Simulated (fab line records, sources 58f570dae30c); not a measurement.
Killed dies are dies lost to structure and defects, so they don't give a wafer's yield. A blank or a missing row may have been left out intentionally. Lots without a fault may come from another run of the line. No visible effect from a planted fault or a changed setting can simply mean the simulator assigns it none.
The same fault as seen by 2 desks | flow berkeley_cmos170 | numbers are kept per desk, each desk with only its own; the story behind them comes last

## METROLOGY DESK
Means of the sampled wafers that have a number, per lot and without regard to the tool the lot ran on: this is what the gauges read. The brackets show how far a lot's mean lies from the usual mean; more than 4 standard deviations puts the lot out of limits, marked OUT.
Columns: A = NLDD_OVL at UCB170_NLDD_OVL_MEAS_07, usual -1 nm; B = M1_AL_RS at UCB170_M1_RS_MEAS_01, usual 0.0484 ohm/sq; C = M1_AL_THK at UCB170_M1_THK_MEAS_02, usual 605 nm; D = cd_nm at UCB170_M1_CD_MEAS_90, usual 700.0 nm
lot  | first seen here | A  | B                 | C              | D
L328 | day 7 18:25     | -2 | 0.0486            | 602            | 700.7
L329 | day 7 18:41     | -4 | 0.0494            | 593            | 700.3
L332 | day 8 06:12     | -4 | 0.0487            | 600            | 700.4
L334 | day 8 06:38     | 6  | 0.0483            | 607            | 700.8
L331 | day 8 07:17     | -1 | 0.0474            | 615            | 701.7
L333 | day 8 07:38     | -7 | 0.0489            | 596            | 702.2
L337 | day 8 22:48     | -1 | 0.0482            | 612            | 698.4
L339 | day 9 20:04     | 1  | 0.0441 (-8.0) OUT | 667 (+9.2) OUT | 701.2
L341 | day 9 20:20     | -4 | 0.0444 (-7.3) OUT | 660 (+8.0) OUT | 700.0
L346 | day 10 11:55    | -2 | 0.0487            | 602            | 699.0
L347 | day 10 12:05    | -3 | 0.0484            | 608            | 701.2
L348 | day 11 02:23    | -4 | 0.0477            | 616            | 703.3
L350 | day 11 16:05    | 6  | 0.0479            | 610            | 697.0
L351 | day 11 19:07    | -4 | 0.0484            | 601            | 700.7
This desk's finding: out of limits on L339, L341; first on L339, day 10 14:19 (M1_AL_RS at UCB170_M1_RS_MEAS_01). L328, L329, L332, L334, L331, L333, L337, L346, L347, L348, L350, L351 stayed within limits.

## THE TOOL OWNER'S DESK: pvd_sputter-03
The tool's own readings at UCB170_M1_SPUTTER_00 (material Al, target thk 600 nm, time 80 s): means of the sampled wafers that have a number, for each lot that ran on this tool. The brackets show how far a lot's mean lies from the usual mean; more than 4 standard deviations puts the lot out of limits, marked OUT.
Columns: A = throttle_valve_pct at UCB170_M1_SPUTTER_00, usual 30.3 %
lot  | first seen here | A
L328 | day 8 10:05     | 29.4
L333 | day 9 01:52     | 31.9
L339 | day 10 14:13    | 31.0
L341 | day 10 16:06    | 29.4
This desk's finding: nothing out of limits on any of the 4 lots.

## BROUGHT TOGETHER
An alarm was possible from the metrology desk at day 10 14:19, on L339, L341.
Nothing out of limits was seen by the tool owner's desk.
On record at the tool owner's desk: L339, L341, within its limits.
All the named lots went through UCB170_M1_SPUTTER_00 on pvd_sputter-03.

## WHAT THE SIMULATOR PUT IN
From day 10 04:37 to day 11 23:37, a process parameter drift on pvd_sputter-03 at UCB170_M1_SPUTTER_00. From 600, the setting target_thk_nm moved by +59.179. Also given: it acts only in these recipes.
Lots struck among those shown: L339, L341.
Time in hours between the start of the fault and the first out-of-limits reading at each desk: metrology desk, 10.
